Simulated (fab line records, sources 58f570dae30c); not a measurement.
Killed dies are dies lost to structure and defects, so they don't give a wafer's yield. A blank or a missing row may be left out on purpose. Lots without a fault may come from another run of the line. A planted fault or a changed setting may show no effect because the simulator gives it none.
Chamber matching | flow berkeley_cmos170 | UCB170_V2_CMP_02 on cmp-02: 4 sister chambers
The step polishes SiO2. 4 wafers are shown with their chamber, then 11 later ones without.

WAFERS WITH THEIR CHAMBER
wafer  | chamber | motor_current_A (A)
L724.1 | 0       | 14.9
L725.1 | 3       | 15.2
L725.5 | 2       | 17.8
L729.2 | 1       | 21.0

WAFERS WITHOUT THEIR CHAMBER
wafer  | motor_current_A (A)
L729.4 | 18.8
L729.6 | 19.1
L732.3 | 15.6
L732.4 | 18.0
L732.6 | 17.7
L733.2 | 19.8
L733.3 | 14.8
L733.6 | 17.9
L734.2 | 15.7
L734.3 | 18.2
L734.5 | 20.6

WHICH CHAMBER EACH WENT THROUGH
wafer  | from the rows above     | in truth
L729.4 | can't be placed: 2 or 1 | 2
L729.6 | can't be placed: 2 or 1 | 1
L732.3 | can't be placed: 3 or 0 | 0
L732.4 | 2                       | 2
L732.6 | 2                       | 2
L733.2 | can't be placed: 1 or 2 | 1
L733.3 | can't be placed: 0 or 3 | 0
L733.6 | 2                       | 2
L734.2 | can't be placed: 3 or 0 | 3
L734.3 | 2                       | 2
L734.5 | 1                       | 1
Placed correctly: 5 of 11. Can't be placed from these rows: 6 (the true chamber is among the candidates in 6). Placed wrongly: 0.
How it was worked out, from the rows above alone: a wafer's distance from a chamber is the root of the sum, over the readings, of the square of ((its reading less the chamber's mean) divided by the reading's scatter). The wafer belongs to the nearest chamber; if the next one is less than 2 further off, it can't be placed. A chamber's mean is the mean of its shown wafers. The scatter: with one shown wafer a chamber, the root of the mean of the squares of how far each hidden wafer lies from its nearest shown one.
